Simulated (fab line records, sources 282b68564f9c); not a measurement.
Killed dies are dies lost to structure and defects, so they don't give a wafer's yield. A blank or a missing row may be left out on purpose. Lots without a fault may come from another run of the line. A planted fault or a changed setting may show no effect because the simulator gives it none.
A struck lot beside a sound one | flow rit_cmos | 34 steps out of a route of 202
Sound: wafers L187.2, L187.3, L187.4. Struck: wafers L195.3, L195.4, L195.6. The cause comes at the end.
At each step with rows: each side's tool, then ch and its chambers, then its first start. Under that, the readings that differ: sound wafers | struck wafers | difference of the means | sigmas: that difference in standard deviations of wafers without a fault.
alike: readings whose means differ by less than 2 such deviations, and words and numbers that are the same on both sides. not compared: withheld readings, readings that some wafer has no value for, bounds like >300 that may hide the same value, and numbers for which the record gives no deviation and whose values overlap.
The two part at a step that has a row with sigmas, a row that says differs or no value, or rows on one side only. Numbers that don't overlap but have no deviation are shown without sigmas and don't part them. A reading that every wafer of one side lacks parts them only if that side has two wafers or more.

first, 3 steps without rows for these wafers: RIT_PWELL_EXPOSE_03 (exposes mask M3, target cd 43700 nm); RIT_PWELL_PEB_04; RIT_PWELL_DEVELOP_05 (develop time 68 s).
RIT_PWELL_OVL_MEAS_06:
  sound on overlay-02, day 4 12:47; struck on overlay-01, day 6 01:58
  alike: PWELL_OVL
then, 2 steps without rows for these wafers: RIT_PWELL_HARDBAKE_07 (time 120 s); RIT_PWELL_IMPLANT_08.
RIT_PWELL_STRIP_09: strips in O2, time 180 s.
  sound on plasma_asher-01 ch 0,1, day 4 13:13; struck on plasma_asher-02 ch 0,1, day 6 02:27
  alike: drypump_motor_current_A, o2_flow_sccm
  not compared: rf_hours_counter_h
RIT_PWELL_TW_MEAS_10:
  sound on film_metro-02, day 4 13:23; struck on film_metro-04, day 6 02:35
  reading  | sound       | struck      | difference | sigmas
  PWELL_TW | 938 943 939 | 962 961 962 | +22        | +2
then, 1 step without rows for these wafers: RIT_WELLDRIVE_ANNEAL_00 (time 14700 s).
RIT_WELLDRIVE_RS_MEAS_01: measures by four-point-probe.
  sound on film_metro-04, day 4 18:50; struck on film_metro-01, day 6 07:45
  alike: NWELL_RS
RIT_WELLDRIVE_RS_MEAS_02: measures by four-point-probe.
  sound on film_metro-04, day 4 18:57; struck on film_metro-01, day 6 07:52
  reading           | sound             | struck            | difference | sigmas
  PWELL_RS (ohm/sq) | 431.5 430.6 433.0 | 428.9 428.4 427.9 | -3.3       | -3
then, 1 step without rows for these wafers: RIT_NRETRO_HMDS_00 (prime time 60 s).
RIT_NRETRO_COAT_01: resist thk 1300 nm.
  sound on litho_track-03 ch 0, day 4 19:13; struck on litho_track-01, day 6 08:15
  no value came back on the struck wafers for chill_plate_temp_C (C), dispense_pressure_kPa (kPa), exhaust_pa (Pa); on the sound wafers chill_plate_temp_C (C) reads 22.97 22.95 22.93
then, 4 steps without rows for these wafers: RIT_NRETRO_SOFTBAKE_02 (time 60 s); RIT_NRETRO_EXPOSE_03 (exposes mask M4, target cd 43900 nm); RIT_NRETRO_PEB_04; RIT_NRETRO_DEVELOP_05 (develop time 68 s).
RIT_NRETRO_OVL_MEAS_06:
  sound on overlay-02, day 4 20:04; struck on overlay-02, day 6 09:04
  reading         | sound        | struck | difference                    | sigmas
  NRETRO_OVL (nm) | 3.0 -0.5 1.4 | - - -  | no value on the struck wafers |
then, 2 steps without rows for these wafers: RIT_NRETRO_HARDBAKE_07 (time 120 s); RIT_NRETRO_IMPLANT_08.
RIT_NRETRO_STRIP_09: strips in O2, time 180 s.
  sound on plasma_asher-01 ch 0,1, day 4 20:29; struck on plasma_asher-01 ch 0,1, day 6 09:33
  alike: drypump_motor_current_A, o2_flow_sccm
  not compared: rf_hours_counter_h
RIT_NRETRO_TW_MEAS_10:
  sound on film_metro-03, day 4 20:40; struck on film_metro-03, day 6 09:41
  alike: NRETRO_TW
then, 6 steps without rows for these wafers: RIT_PRETRO_HMDS_00 (prime time 60 s); RIT_PRETRO_COAT_01 (resist thk 1300 nm); RIT_PRETRO_SOFTBAKE_02 (time 60 s); RIT_PRETRO_EXPOSE_03 (exposes mask M5, target cd 43700 nm); RIT_PRETRO_PEB_04; RIT_PRETRO_DEVELOP_05 (develop time 66.59 s).
RIT_PRETRO_OVL_MEAS_06:
  sound on overlay-01, day 4 21:44; struck on overlay-01, day 6 10:37
  alike: PRETRO_OVL
then, 2 steps without rows for these wafers: RIT_PRETRO_HARDBAKE_07 (time 120 s); RIT_PRETRO_IMPLANT_08.
RIT_PRETRO_STRIP_09: strips in O2, time 180 s.
  sound on plasma_asher-04 ch 0,1, day 4 22:10; struck on plasma_asher-04 ch 0,1, day 6 11:07
  alike: drypump_motor_current_A, o2_flow_sccm
  not compared: rf_hours_counter_h
RIT_PRETRO_TW_MEAS_10:
  sound on film_metro-01, day 4 22:21; struck on film_metro-03, day 6 11:28
  reading   | sound       | struck         | difference | sigmas
  PRETRO_TW | 480 480 478 | 1089 1092 1084 | +609       | +99 or more
  not compared: hold
RIT_M1_PROBE_99:
  the record has rows for the sound wafers here (prober-02, day 6 01:53) and none for the struck ones

WHERE THEY PART
First at RIT_PWELL_TW_MEAS_10; last, within this record, at RIT_M1_PROBE_99.

WHY: what the simulator had put in
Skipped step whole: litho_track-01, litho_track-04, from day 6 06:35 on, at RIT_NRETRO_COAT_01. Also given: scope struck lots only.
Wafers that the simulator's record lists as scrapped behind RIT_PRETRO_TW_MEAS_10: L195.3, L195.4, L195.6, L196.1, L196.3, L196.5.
